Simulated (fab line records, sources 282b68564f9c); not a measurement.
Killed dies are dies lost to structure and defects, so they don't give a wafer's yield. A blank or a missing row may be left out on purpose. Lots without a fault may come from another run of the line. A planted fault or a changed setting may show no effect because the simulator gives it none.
fab line records | flow rit_cmos
record lots=7 wafers=21 last_day=6
route steps=202 shown CONTACT@177 M1@184
lots that met no fault: from a run of the same line without faults
start_h: hours from the record's first day to the start of the lot's first wafer shown | wait_h: hours since the lot's step before | " the same as in the row above | L1.1+2: a row that stands for several wafers | - no value, or no start given | * or withheld: withheld | < > ~ a bound
route shown NAME@n: a module of which the file shows steps, and the number in the route of the first | usual: mean/standard deviation of fault-free wafers | same: alike in all rows | chamber/n: place in a boat | sites: the reading at each site | _std_site: their standard deviation | _edge_site: outer sites' mean less inner sites' | radius_mm: how far each site lies from the wafer's centre | mask NAME#n: copy n | behind: the tool/chamber that last shaped the wafer | hold: why the lot was held/for how many hours/how that ended | device: the transistor (n, p or np) that didn't switch | end of line: the same wafers' tests at the end of the route | a step without rows: its recipe alone | killed: dies lost to structure and defects at the first sort, not the wafer's yield | map: a wafer's dies, x killed, . not, _ none there
set.NAME: the setting as run; set.NAME@STEP: as run at that earlier step | model.NAME: the simulator's own value behind a step, which no gauge read
lots at some steps of the route; a table a step, a row a wafer
services: from which hour (start_h, from the record's first day; less than 0 if before it) a tool's chamber was out of use, for how many hours, and why
## steps
# step RIT_CONTACT_OVL_MEAS_09
# usual CONTACT_OVL=-0.3/1.3
# columns lot.wafer tool chamber start_h wait_h CONTACT_OVL[nm]
L169.2 overlay-02 - 56.19 0.1 -1.0
L169.4 " - " " -1.8
L169.5 " - " " 0.5
L177.1 overlay-02 - 96.28 0.1 -1.7
L177.2 " - " " -0.2
L177.5 " - " " -1.0
L179.1 overlay-02 - 106.82 0.1 1.2
L179.4 " - " " 0.8
L179.5 " - " " 2.7
L181.2 overlay-02 - 116.62 0.1 -0.3
L181.3 " - " " -1.0
L181.5 " - " " -1.1
L186.3 overlay-02 - 138.86 0.1 0.3
L186.4 " - " " 1.2
L186.6 " - " " 0.6
L187.1 overlay-02 - 147.41 0.1 -0.1
L187.3 " - " " -0.5
L187.4 " - " " 1.2
L188.1 overlay-02 - 149.39 0.1 2.2
L188.2 " - " " 2.7
L188.3 " - " " 4.2
# step RIT_CONTACT_HARDBAKE_10
# recipe resist=NOVOLAK temp_c=140 time_s=60
# step RIT_CONTACT_ETCH_11
# recipe target_depth_a=4800 over_etch_frac=0.2 stop_on=TiSi2 chemistry=CHF3/CF4/Ar target=SiO2 CHF3_flow_sccm=50 cf4_flow_sccm=10 Ar_flow_sccm=100 O2_flow_sccm=5 pressure_mtorr=100 rf_w=200 time_s=320
# usual O2_flow_sccm=4.997/0.015 chamber_pressure_mTorr=100.01/0.099 drypump_motor_current_A=5.6/0.54 oes_product_au=0.994/0.01 throttle_valve_pct=8.81/0.14
# same over_etch_frac=0.2 time_s=320
# columns lot.wafer tool chamber start_h wait_h O2_flow_sccm chamber_pressure_mTorr drypump_motor_current_A oes_product_au rf_hours_counter_h throttle_valve_pct
L169.2 rie_diel-03 2 56.37 0.1 5.009 100.04 5.1 0.984 41 8.79
L169.4 " 3 " " 4.999 100.12 5.8 1.001 119 8.58
L169.5 " 0 " " 4.971 100.04 4.9 1.008 - 9.07
L177.1 rie_diel-02 0 96.46 0.1 5.003 100.02 5.8 0.979 90 8.75
L177.2 " 2 " " 5.005 100.04 5.5 0.991 50 8.88
L177.5 " 2 " " 5.032 99.91 5.5 0.993 - 8.89
L179.1 rie_diel-03 0 107.10 0.1 4.988 100.05 4.9 1.008 13 9.06
L179.4 " 2 " " 5.000 100.15 5.1 0.975 41 8.77
L179.5 " 2 " " 4.999 99.99 5.1 0.978 - 8.77
L181.2 rie_diel-01 1 116.80 0.1 5.011 99.97 6.0 1.001 148 8.97
L181.3 " 3 " " 4.993 100.09 6.7 1.003 80 8.76
L181.5 " 0 " " 5.007 100.17 6.2 0.984 - 8.93
L186.3 rie_diel-01 0 139.03 0.1 4.970 100.06 6.2 0.986 144 8.93
L186.4 " 3 " " 5.006 99.92 6.7 1.012 81 8.77
L186.6 " 1 " " 5.005 100.19 5.9 1.007 - 8.98
L187.1 rie_diel-03 3 147.59 0.1 4.978 100.15 5.8 0.989 121 8.60
L187.3 " 2 " " 4.975 99.97 5.1 0.986 42 8.78
L187.4 " 1 " " 5.015 99.95 5.0 0.994 136 8.82
L188.1 rie_diel-01 1 149.58 0.1 4.952 99.98 6.1 0.997 149 8.98
L188.2 " 0 " " 4.989 100.02 6.2 0.983 144 8.93
L188.3 " 2 " " 5.020 99.91 6.3 0.990 0 8.68
# step RIT_CONTACT_STRIP_12
# recipe chemistry=O2 time_s=180 resist=NOVOLAK platen_temp_c=withheld power_w=500 pressure_mtorr=4000 o2_flow_sccm=4000
# usual chamber_pressure_mTorr=4000/3.4 drypump_motor_current_A=5.6/0.41
# same time_s=180
# columns lot.wafer tool chamber start_h wait_h chamber_pressure_mTorr drypump_motor_current_A rf_hours_counter_h
L169.2 plasma_asher-04 0 56.57 0.1 4001 5.3 41
L169.4 " 1 " " 4000 6.0 -
L169.5 " 0 " " 3996 5.3 -
L177.1 plasma_asher-04 1 96.66 0.1 4006 6.0 45
L177.2 " 0 " " 4001 5.3 45
L177.5 " 1 " " 4003 6.0 -
L179.1 plasma_asher-03 0 107.30 0.1 3994 5.2 27
L179.4 " 1 " " 4001 5.4 -
L179.5 " 1 " " 4000 5.4 -
L181.2 plasma_asher-03 0 116.99 0.1 3997 5.2 27
L181.3 " 1 " " 3999 5.4 -
L181.5 " 1 " " 3999 5.4 -
L186.3 plasma_asher-02 1 139.28 0.2 3996 5.2 -
L186.4 " 0 " " 4004 6.2 -
L186.6 " 0 " " 4001 6.2 -
L187.1 plasma_asher-02 0 147.79 0.1 4001 6.2 3
L187.3 " 1 " " 4004 5.3 -
L187.4 " 0 " " 4010 6.2 -
L188.1 plasma_asher-02 0 149.77 0.1 4001 6.2 3
L188.2 " 1 " " 3998 5.3 3
L188.3 " 0 " " 4001 6.2 -
# step RIT_CONTACT_CD_MEAS_90
# recipe target_cd_nm=1000
# usual cd_nm=999.3/2.2
# columns lot.wafer tool chamber start_h wait_h cd_nm
L169.2 cd_sem-01 - 56.76 0.1 997.0
L169.4 " - " " 998.1
L169.5 " - " " 998.6
L177.1 cd_sem-01 - 96.83 0.1 1004.1
L177.2 " - " " 1002.3
L177.5 " - " " 1004.1
L179.1 cd_sem-02 - 107.47 0.1 999.7
L179.4 " - " " 998.9
L179.5 " - " " 998.4
L181.2 cd_sem-01 - 117.19 0.1 998.4
L181.3 " - " " 1000.2
L181.5 " - " " 999.0
L186.3 cd_sem-01 - 139.44 0.1 996.7
L186.4 " - " " 998.5
L186.6 " - " " 1000.8
L187.1 cd_sem-01 - 147.96 0.1 1000.8
L187.3 " - " " 999.7
L187.4 " - " " 1000.0
L188.1 cd_sem-02 - 149.95 0.1 999.3
L188.2 " - " " 1003.5
L188.3 " - " " 1001.1
# step RIT_CONTACT_CLEAN_13
# recipe chemistry=SC1 mix=3:3:50 time_s=600 temp_c=75
# step RIT_CONTACT_CLEAN_14
# recipe chemistry=SC2 mix=3:3:50 time_s=600 temp_c=75 dry=n2_spin
# step RIT_M1_SPUTTER_00
# recipe material=Al target_thk_nm=400 power_w=2000 chamber_pressure_pa=0.4 gas=Ar time_s=500 substrate_temp_c=25
# usual cathode_dc_power_W=2000.0/0.39 throttle_valve_pct=29.9/0.89
# same time_s=500
# columns lot.wafer tool chamber start_h wait_h cathode_dc_power_W throttle_valve_pct
L169.2 pvd_sputter-04 - 57.23 0.0 2000.3 28.7
L169.4 " - " " 1999.7 30.1
L169.5 " - " " 2000.1 30.3
L177.1 pvd_sputter-04 - 97.32 0.0 1999.6 29.1
L177.2 " - " " 2000.1 31.2
L177.5 " - " " 2000.3 29.1
L179.1 pvd_sputter-04 - 107.96 0.0 2000.2 29.2
L179.4 " - " " 2000.6 30.3
L179.5 " - " " 1999.6 30.2
L181.2 pvd_sputter-04 - 117.67 0.0 1999.3 30.0
L181.3 " - " " 1999.7 28.9
L181.5 " - " " 1999.1 29.1
L186.3 pvd_sputter-02 - 139.90 0.0 2000.3 31.1
L186.4 " - " " 2000.3 29.7
L186.6 " - " " 2000.0 29.3
L187.1 pvd_sputter-04 - 148.45 0.0 2000.9 28.9
L187.3 " - " " 1999.8 31.2
L187.4 " - " " 2000.8 30.2
L188.1 pvd_sputter-01 - 150.43 0.0 2000.3 30.6
L188.2 " - " " 2000.4 30.1
L188.3 " - " " 1999.7 28.8
# step RIT_M1_RS_MEAS_01
# recipe thk_meas_gauge=four-point-probe reads=Al_of_M1_SPUTTER_00
# usual M1_AL_RS=0.0729/0.00083
# columns lot.wafer tool chamber start_h wait_h M1_AL_RS[ohm/sq]
L169.2 film_metro-02 - 57.54 0.2 0.0726
L169.4 " - " " 0.0732
L169.5 " - " " 0.0729
L177.1 film_metro-04 - 97.61 0.1 0.0736
L177.2 " - " " 0.0738
L177.5 " - " " 0.0733
L179.1 film_metro-02 - 108.25 0.1 0.0721
L179.4 " - " " 0.0726
L179.5 " - " " 0.0732
L181.2 film_metro-02 - 117.99 0.2 0.0720
L181.3 " - " " 0.0721
L181.5 " - " " 0.0724
L186.3 film_metro-02 - 140.24 0.2 0.0724
L186.4 " - " " 0.0714
L186.6 " - " " 0.0719
L187.1 film_metro-02 - 148.74 0.1 0.0724
L187.3 " - " " 0.0726
L187.4 " - " " 0.0731
L188.1 film_metro-01 - 150.73 0.1 0.0734
L188.2 " - " " 0.0738
L188.3 " - " " 0.0739
# step RIT_M1_THK_MEAS_02
# recipe thk_meas_gauge=xrf reads=Al_of_M1_SPUTTER_00
# usual M1_AL_THK=401/6
# columns lot.wafer tool chamber start_h wait_h M1_AL_THK[nm]
L169.2 film_metro-02 - 57.65 0.1 405
L169.4 " - " " 401
L169.5 " - " " 402
L177.1 film_metro-04 - 97.73 0.1 395
L177.2 " - " " 396
L177.5 " - " " 394
L179.1 film_metro-02 - 108.37 0.1 409
L179.4 " - " " 405
L179.5 " - " " 401
L181.2 film_metro-02 - 118.10 0.1 411
L181.3 " - " " 407
L181.5 " - " " 406
L186.3 film_metro-02 - 140.34 0.1 407
L186.4 " - " " 414
L186.6 " - " " 413
L187.1 film_metro-02 - 148.86 0.1 407
L187.3 " - " " 407
L187.4 " - " " 403
L188.1 film_metro-01 - 150.85 0.1 393
L188.2 " - " " 396
L188.3 " - " " 395
# step RIT_M1_HMDS_03
# recipe prime_time_s=60 prime_temp_c=140
# step RIT_M1_COAT_04
# recipe resist=NOVOLAK spin_rpm=2000 resist_thk_nm=1300
# step RIT_M1_SOFTBAKE_05
# recipe resist=NOVOLAK temp_c=90 time_s=60
# usual heater_power_total_W=34.56/0.051 plate_temp_C=90.00/0.13 resist_line_temp_C=22.98/0.097
# same time_s=60
# columns lot.wafer tool chamber start_h wait_h heater_power_total_W plate_temp_C resist_line_temp_C model.NOVOLAK_of_M1_COAT_04.thk_nm
L169.2 litho_track-01 0 58.31 0.1 34.49 90.04 23.05 1306
L169.4 " 0 " " 34.64 90.07 23.03 1311
L169.5 " 0 " " 34.65 89.93 23.05 1307
L177.1 litho_track-02 0 98.09 0.1 34.65 90.04 22.90 1293
L177.2 " 0 " " 34.55 89.84 23.01 1291
L177.5 " 0 " " 34.58 89.93 22.99 1296
L179.1 litho_track-02 0 108.73 0.1 34.61 89.99 22.79 1304
L179.4 " 0 " " 34.67 90.14 23.03 1306
L179.5 " 0 " " 34.59 89.99 22.79 1302
L181.2 litho_track-04 0 118.47 0.1 34.47 89.91 22.94 1303
L181.3 " 0 " " 34.54 90.09 22.98 1299
L181.5 " 0 " " 34.59 90.08 22.95 1295
L186.3 litho_track-02 0 140.73 0.1 35.74 92.13 22.83 1291
L186.4 " 0 " " 35.73 92.21 23.03 1290
L186.6 " 0 " " 35.79 92.08 23.06 1292
L187.1 litho_track-02 0 149.22 0.1 35.67 92.33 23.20 1291
L187.3 " 0 " " 35.75 92.18 22.87 1286
L187.4 " 0 " " 35.72 92.38 22.94 1291
L188.1 litho_track-02 0 151.21 0.1 35.70 92.09 23.03 1285
L188.2 " 0 " " 35.72 91.96 22.91 1287
L188.3 " 0 " " 35.71 92.27 22.97 1287
# step RIT_M1_EXPOSE_06
# recipe mask_id=M12 na=0.6 source_shape=conventional sigma_outer=0.5 target_cd_nm=2600 dose_mj=250
# step RIT_M1_PEB_07
# recipe resist=NOVOLAK temp_c=withheld time_s=withheld
# step RIT_M1_DEVELOP_08
# recipe resist=NOVOLAK develop_time_s=68 dev_temp_c=23
# usual resist_line_temp_C=23.01/0.1
# columns lot.wafer tool chamber start_h wait_h resist_line_temp_C model.NOVOLAK_of_M1_COAT_04.thk_nm
L169.2 litho_track-04 0 - - 23.13 1306
L169.4 " 0 " " 22.98 1310
L169.5 " 0 " " 22.99 1307
L177.1 litho_track-02 0 - - 23.04 1292
L177.2 " 0 " " 23.15 1291
L177.5 " 0 " " 22.94 1295
L179.1 litho_track-02 0 - - 22.91 1304
L179.4 " 0 " " 23.02 1305
L179.5 " 0 " " 22.96 1301
L181.2 litho_track-01 0 - - 22.79 1302
L181.3 " 0 " " 22.89 1299
L181.5 " 0 " " 22.89 1295
L186.3 litho_track-04 0 - - 22.93 1291
L186.4 " 0 " " 22.95 1290
L186.6 " 0 " " 22.93 1292
L187.1 litho_track-04 0 - - 23.09 1290
L187.3 " 0 " " 23.20 1285
L187.4 " 0 " " 22.97 1291
L188.1 litho_track-02 0 - - 22.95 1285
L188.2 " 0 " " 22.96 1286
L188.3 " 0 " " 22.79 1286
# step RIT_M1_CD_MEAS_09
# recipe target_cd_nm=2600
# usual cd_nm=2600.4/2.4
# columns lot.wafer tool chamber start_h wait_h cd_nm
L169.2 cd_sem-02 - 58.89 - 2602.2
L169.4 " - " " 2602.7
L169.5 " - " " 2604.1
L177.1 cd_sem-02 - 98.80 - 2597.5
L177.2 " - " " 2598.3
L177.5 " - " " 2598.6
L179.1 cd_sem-01 - 109.44 - 2601.0
L179.4 " - " " 2601.4
L179.5 " - " " 2603.4
L181.2 cd_sem-02 - 119.17 - 2600.0
L181.3 " - " " 2601.2
L181.5 " - " " 2601.2
L186.3 cd_sem-01 - 141.30 - 2600.4
L186.4 " - " " 2598.1
L186.6 " - " " 2601.3
L187.1 cd_sem-01 - 149.89 - 2598.4
L187.3 " - " " 2597.5
L187.4 " - " " 2595.7
L188.1 cd_sem-02 - 151.91 - 2603.1
L188.2 " - " " 2605.5
L188.3 " - " " 2602.5
# step RIT_M1_PROBE_99
# usual defect_limited_yield=97.4/1.2 killed_at_M0_to_M3=0.0/0.18 killed_at_contacts=0.1/0.32 killed_at_front_end=7/3 killed_dies=7/3.1 killed_open=3.3/1.8 killed_short=3.6/2 sort_bin_3_pad_short=0.1/0.22 sort_bin_5_function=1.4/0.84 sort_bin_6_memory=1.0/0.67 sort_n_pass=257/3.1 sort_yield_pct=97.4/1.2
# same gross_dies=264 killed_at_M4_up=0 killed_at_back_side=0 killed_at_other=0
# columns lot.wafer tool chamber start_h wait_h defect_limited_yield[%] killed_at_M0_to_M3 killed_at_contacts killed_at_front_end killed_dies killed_open killed_short sort_bin_3_pad_short[%] sort_bin_5_function[%] sort_bin_6_memory[%] sort_n_pass sort_yield_pct[%]
L169.2 prober-01 - 61.59 0.1 98.1 0 0 5 5 3 2 0.4 1.1 0.4 259 98.1
L169.4 prober-01 - 61.69 0.2 93.6 0 0 17 17 4 13 0.4 3.4 2.7 247 93.6
L169.5 prober-01 - 61.74 0.2 98.5 0 0 4 4 2 2 0.4 0.8 0.4 260 98.5
L177.1 prober-01 - 101.63 0.1 99.2 0 0 2 2 1 1 0 0.8 0 262 99.2
L177.2 prober-01 - 101.68 0.1 96.2 1 0 9 10 4 5 0 1.5 2.3 254 96.2
L177.5 prober-01 - 101.83 0.2 97.0 1 0 7 8 4 3 0.4 0.4 2.3 256 97.0
L179.1 prober-01 - 112.27 0.1 98.5 0 0 4 4 1 3 0 0.4 1.1 260 98.5
L179.4 prober-01 - 112.42 0.2 97.3 0 0 7 7 4 3 0 1.9 0.8 257 97.3
L179.5 prober-01 - 112.47 0.2 97.0 0 0 8 8 4 4 0.4 1.1 1.5 256 97.0
L181.2 prober-01 - 121.86 0.1 96.6 0 0 9 9 7 2 0 2.3 1.1 255 96.6
L181.3 prober-01 - 121.91 0.2 97.0 0 0 8 8 3 5 0 1.1 1.9 256 97.0
L181.5 prober-01 - 122.01 0.2 98.5 0 0 4 4 1 3 0 0.8 0.8 260 98.5
L186.3 prober-02 - 144.18 0.2 99.2 0 0 2 2 0 2 0 0.4 0.4 262 99.2
L186.4 prober-02 - 144.23 0.2 96.6 0 0 9 9 5 4 0 2.3 1.1 255 96.6
L186.6 prober-02 - 144.33 0.2 94.7 0 1 13 14 6 8 0 3.8 1.5 250 94.7
L187.1 prober-01 - 152.57 0.1 97.7 0 0 6 6 1 5 0 1.1 1.1 258 97.7
L187.3 prober-01 - 152.67 0.2 97.7 0 0 6 6 3 3 0 1.5 0.8 258 97.7
L187.4 prober-01 - 152.72 0.2 98.9 0 0 3 3 3 0 0 0.8 0.4 261 98.9
L188.1 prober-02 - 154.59 0.1 97.3 0 0 7 7 1 6 0.4 1.1 1.1 257 97.3
L188.2 prober-02 - 154.64 0.1 98.1 0 0 5 5 4 1 0 1.5 0.4 259 98.1
L188.3 prober-02 - 154.69 0.2 98.1 1 0 4 5 2 3 0 0.8 1.1 259 98.1
# killed by level:class
L169.2 FOX1:geometric_particle:open=2 REOX:geometric_particle:short=1 REOX:geometric_particle:open=1 SPACER:geometric_particle:short=1
L169.4 GATE:geometric_particle:short=9 FOX1:geometric_particle:short=2 SILICIDE:geometric_particle:open=2 ACTIVE:geometric_particle:short=1 FOX1:geometric_particle:open=1 GATE:geometric_particle:open=1 REOX:geometric_particle:short=1
L169.5 FOX2:geometric_particle:open=1 GATE:geometric_particle:open=1 GATE:geometric_particle:short=1 REOX:geometric_particle:short=1
L177.1 FOX1:geometric_particle:open=1 SILICIDE:geometric_particle:short=1
L177.2 GATE:geometric_particle:open=3 GATE:geometric_particle:short=3 REOX:geometric_particle:open=1 SPACER:geometric_particle:short=1 SILICIDE:geometric_particle:short=1 M1:coat_microbubble_printed=1
L177.5 GATE:geometric_particle:open=3 FOX1:geometric_particle:open=1 FOX1:geometric_particle:short=1 GATE:geometric_particle:short=1 REOX:geometric_particle:short=1 M1:coat_microbubble_printed=1
L179.1 FOX1:geometric_particle:open=1 FOX1:geometric_particle:short=1 GATE:geometric_particle:short=1 SPACER:geometric_particle:short=1
L179.4 SILICIDE:geometric_particle:open=3 GATE:geometric_particle:short=1 REOX:geometric_particle:short=1 SPACER:geometric_particle:short=1 STARTING-WAFER:geometric_particle:open=1
L179.5 REOX:geometric_particle:short=3 SPACER:geometric_particle:open=3 GATE:geometric_particle:open=1 GATE:geometric_particle:short=1
L181.2 GATE:geometric_particle:open=3 FOX1:geometric_particle:short=2 SILICIDE:geometric_particle:open=2 REOX:geometric_particle:open=1 SPACER:geometric_particle:open=1
L181.3 GATE:geometric_particle:short=2 FOX1:geometric_particle:short=1 GATE:geometric_particle:open=1 REOX:geometric_particle:open=1 REOX:geometric_particle:short=1 SILICIDE:geometric_particle:open=1 SILICIDE:geometric_particle:short=1
L181.5 FOX1:geometric_particle:short=2 REOX:geometric_particle:short=1 SILICIDE:geometric_particle:open=1
L186.3 SPACER:geometric_particle:short=1 SILICIDE:geometric_particle:short=1
L186.4 SILICIDE:geometric_particle:short=3 SILICIDE:geometric_particle:open=3 FOX1:geometric_particle:open=1 FOX1:geometric_particle:short=1 REOX:geometric_particle:open=1
L186.6 GATE:geometric_particle:open=4 GATE:geometric_particle:short=4 FOX1:geometric_particle:short=1 REOX:geometric_particle:short=1 REOX:geometric_particle:open=1 SILICIDE:geometric_particle:open=1 SILICIDE:geometric_particle:short=1 CONTACT:geometric_particle:short=1
L187.1 GATE:geometric_particle:short=3 FOX1:geometric_particle:short=1 GATE:geometric_particle:open=1 REOX:geometric_particle:short=1
L187.3 GATE:geometric_particle:open=3 FOX2:geometric_particle:short=1 GATE:geometric_particle:short=1 SILICIDE:geometric_particle:short=1
L187.4 GATE:geometric_particle:open=2 FOX1:geometric_particle:open=1
L188.1 FOX1:geometric_particle:short=3 GATE:geometric_particle:short=2 GATE:geometric_particle:open=1 SILICIDE:geometric_particle:short=1
L188.2 SILICIDE:geometric_particle:open=2 FOX1:geometric_particle:open=1 GATE:geometric_particle:open=1 SILICIDE:geometric_particle:short=1
L188.3 FOX1:geometric_particle:open=2 GATE:geometric_particle:short=2 M1:geometric_particle:short=1
## services
# columns tool chamber start_h hours kind
rie_diel-02 3 34.64 1.4 repair
rie_diel-03 - 45.61 2.8 pm
rie_diel-03 0 65.07 4.6 repair
plasma_asher-04 - 66.74 3.4 repair
pvd_sputter-02 - 69.07 2.4 repair
rie_diel-02 1 77.01 33.7 repair
pvd_sputter-02 - 94.72 1.7 repair
rie_diel-02 0 105.67 10.8 repair
plasma_asher-03 - 107.98 6.8 repair
plasma_asher-02 - 108.75 9.0 pm
plasma_asher-02 0 108.75 9.0 vent_cycle
plasma_asher-02 1 108.75 9.0 vent_cycle
rie_diel-01 2 117.40 - clean
rie_diel-01 2 117.40 20.2 scheduled_down
rie_diel-01 2 117.40 20.2 vent_cycle
plasma_asher-02 0 117.75 - clean
plasma_asher-02 1 117.75 - clean
rie_diel-02 1 122.31 3.4 repair
## key
first_sign step=RIT_M1_SOFTBAKE_05 reading=heater_power_total_W direction=up sigmas=23 usual=34.56 struck=35.72
effect step=RIT_M1_SOFTBAKE_05 reading=plate_temp_C direction=up sigmas=17 usual=* struck=*
model_effect step=RIT_M1_SOFTBAKE_05 value=NOVOLAK_of_M1_COAT_04.thk_nm without=1296 struck=1289
model_effect step=RIT_M1_DEVELOP_08 value=NOVOLAK_of_M1_COAT_04.thk_nm without=1296 struck=1288
met_at RIT_M1_SOFTBAKE_05
struck_wafers L186.3,L186.4,L186.6,L187.1,L187.3,L187.4,L188.1,L188.2,L188.3
loop_trim step=RIT_M1_EXPOSE_06 setting=dose lots=L187
onset_between 108.73 140.73
fault kind=process_parameter_drift tool=litho_track-02 chamber=- onset_h=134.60 steps=RIT_M1_SOFTBAKE_05 channel=temp_c offset=* shape=step end_h=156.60 acts_in=* stated=*
# loop_trim: a control loop set the setting to another value than it would have without faults
